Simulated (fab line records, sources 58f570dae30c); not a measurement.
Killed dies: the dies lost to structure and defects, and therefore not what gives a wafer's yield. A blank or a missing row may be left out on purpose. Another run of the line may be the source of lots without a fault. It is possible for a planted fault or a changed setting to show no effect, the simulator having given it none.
Which tool was responsible? -- flow berkeley cmos170 -- 42 wafers from 14 lots sampled at 5 of the route's 331 steps

## WHAT THE GAUGES READ, wafer by wafer
UCB170_NLDD_OVL_MEAS_07.
lot,measured,on,NLDD_OVL (nm)
L717,day 7 22:06,overlay-01,-3 4 1
L719,day 8 10:28,overlay-02,-9 -4 -12
L721,day 8 10:45,overlay-01,-1 -2 -3
L722,day 8 11:02,overlay-01,9 1 8
L720,day 8 11:19,overlay-01,-13 -5 1
L724,day 8 23:02,overlay-02,6 -1 9
L723,day 8 23:50,overlay-02,3 4 1
L726,day 9 16:17,overlay-01,1 4 -1
L728,day 10 06:17,overlay-01,0 -4 -13
L734,day 11 07:44,overlay-01,0 -4 -4
L733,day 11 07:51,overlay-02,2 0 4
L735,day 11 09:18,overlay-02,-10 -9 0
L736,day 11 21:38,overlay-01,2 3 4
L738,day 12 08:01,overlay-02,-4 0 -4

UCB170_SPACER_THK_MEAS_01.
lot,measured,on,SPACER_TEOS_THK (nm)
L717,day 8 01:23,film metro-01,371 380 374
L719,day 8 14:06,film metro-03,381 382 385
L721,day 8 14:06,film metro-01,383 372 383
L722,day 8 14:07,film metro-02,377 370 375
L720,day 8 14:10,film metro-01,377 376 371
L724,day 8 23:44,film metro-01,374 377 382
L723,day 9 00:35,film metro-02,377 379 384
L726,day 9 17:26,film metro-02,375 392 388
L728,day 10 07:01,film metro-02,375 379 377
L734,day 11 08:26,film metro-03,378 377 384
L733,day 11 08:34,film metro-02,372 377 369
L735,day 11 10:01,film metro-01,374 375 378
L736,day 11 22:21,film metro-01,377 380 384
L738,day 12 08:46,film metro-03,375 369 372

UCB170_NSD_CD_MEAS_06: the cd target is 1200 nm.
lot,measured,on,cd nm (nm)
L717,day 8 11:13,cd sem-01,1199.4 1200.1 1200.4
L719,day 8 22:33,cd sem-02,1198.0 1197.6 1196.9
L721,day 8 23:44,cd sem-01,1198.7 1199.9 1199.5
L722,day 8 23:28,cd sem-02,1199.3 1201.1 1199.2
L720,day 8 22:38,cd sem-01,1200.7 1200.7 1200.5
L724,day 9 10:04,cd sem-02,1198.2 1197.0 1196.6
L723,day 9 09:43,cd sem-02,1200.1 1200.9 1201.3
L726,day 10 01:24,cd sem-02,1200.2 1199.5 1198.1
L728,day 10 15:46,cd sem-01,1199.6 1199.9 1200.5
L734,day 11 18:21,cd sem-01,1191.1 1190.0 1190.5
L733,day 11 18:55,cd sem-01,1193.7 1193.0 1192.9
L735,day 11 18:40,cd sem-01,1200.2 1201.1 1201.2
L736,day 12 06:25,cd sem-02,1197.0 1197.3 1196.8
L738,day 12 19:26,cd sem-01,1197.0 1197.3 1197.2

UCB170_NSD_TW_MEAS_10.
lot,measured,on,NSD_TW
L717,day 8 11:36,film metro-03,4144 4111 4116
L719,day 8 22:58,film metro-03,4117 4114 4134
L721,day 9 00:08,film metro-04,4230 4218 4228
L722,day 8 23:52,film metro-04,4199 4198 4196
L720,day 8 23:02,film metro-02,4176 4174 4182
L724,day 9 10:28,film metro-02,4205 4230 4229
L723,day 9 10:06,film metro-04,4193 4204 4211
L726,day 10 01:48,film metro-02,4219 4224 4198
L728,day 10 16:10,film metro-02,4210 4223 4224
L734,day 11 18:46,film metro-04,4174 4197 4199
L733,day 11 19:19,film metro-04,4188 4188 4203
L735,day 11 19:04,film metro-02,4150 4159 4175
L736,day 12 06:50,film metro-03,4111 4121 4099
L738,day 12 19:50,film metro-03,4109 4086 4080

## TOOL THAT RAN EACH LOT (tool first, then ch and the chambers of the sampled wafers, then the start)
lot,UCB170_NSD_PEB_04
L717,"litho track-02 ch 0, day 8 10:57"
L719,"litho track-03 ch 0, day 8 22:16"
L721,"litho track-04 ch 0, day 8 23:27"
L722,"litho track-04 ch 0, day 8 23:12"
L720,"litho track-04 ch 0, day 8 22:21"
L724,"litho track-04 ch 0, day 9 09:47"
L723,"litho track-03 ch 0, day 9 09:26"
L726,"litho track-04 ch 0, day 10 01:08"
L728,"litho track-04 ch 0, day 10 15:29"
L734,"litho track-03 ch 0, day 11 18:05"
L733,"litho track-03 ch 0, day 11 18:38"
L735,"litho track-04 ch 0, day 11 18:23"
L736,"litho track-02 ch 0, day 12 06:09"
L738,"litho track-02 ch 0, day 12 19:10"
- UCB170_NSD_PEB_04

## AS READ BY THE TOOLS THEMSELVES (means over the sampled wafers that have a number; for cases with no such wafer, the mark the record gives instead)
UCB170_NSD_PEB_04.
lot,tool,heater power total W (W)
L717,litho track-02,56.80
L719,litho track-03,56.82
L721,litho track-04,56.80
L722,litho track-04,56.78
L720,litho track-04,56.78
L724,litho track-04,56.84
L723,litho track-03,56.84
L726,litho track-04,56.80
L728,litho track-04,56.84
L734,litho track-03,59.24
L733,litho track-03,59.19
L735,litho track-04,56.80
L736,litho track-02,56.85
L738,litho track-02,56.81

## THE ANSWER, worked out from the rows above alone
Rule: the lots themselves supply what counts as usual. Put in order of their means at a reading, lots are off if they are a third of the lots or fewer, leave a main group of 4 or more, and stand apart from it by a gap of 3 or more times the standard deviation of the main group's means; of several such gaps the widest counts. Not used: any main group whose means are identical at the precision the tables above print for the reading. Also off: a lot with no number at a reading for which 4 or more lots have one. All remaining lots with rows at the step are treated as sound. Order of review: gauges by route order, followed by the tools' own readings, for which a lot's mean as printed above is used. At the first step where some lot is off, the reading lying furthest off is the one used; lots without a number count as furthest.
Off: L734, L733 (UCB170_NSD_PEB_04, heater power total W). The main group: mean 56.81 W, standard deviation 0.023.
If a tool, at that step or one of the process steps before it, ran each lot that is off and ran no sound lot following the first of them, it fits. One fits: litho track-03 at UCB170_NSD_PEB_04. Its last sound lot is L723 (day 9 09:26), its first lot that is off L734 (day 11 18:05): a fault that began between those two fits.
The tool's own readings at UCB170_NSD_PEB_04 bear it out: on the lots that are off they differ by more than 5 times the standard deviation of the sound lots' means. heater power total W reads 59.22 W there against 56.81 W on the sound lots.

## WHAT THE SIMULATOR PUT IN
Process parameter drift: litho track-03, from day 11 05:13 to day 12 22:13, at UCB170_NSD_PEB_04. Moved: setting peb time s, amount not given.
Shown lots that were struck: L734, L733. The same result came from the rule above.
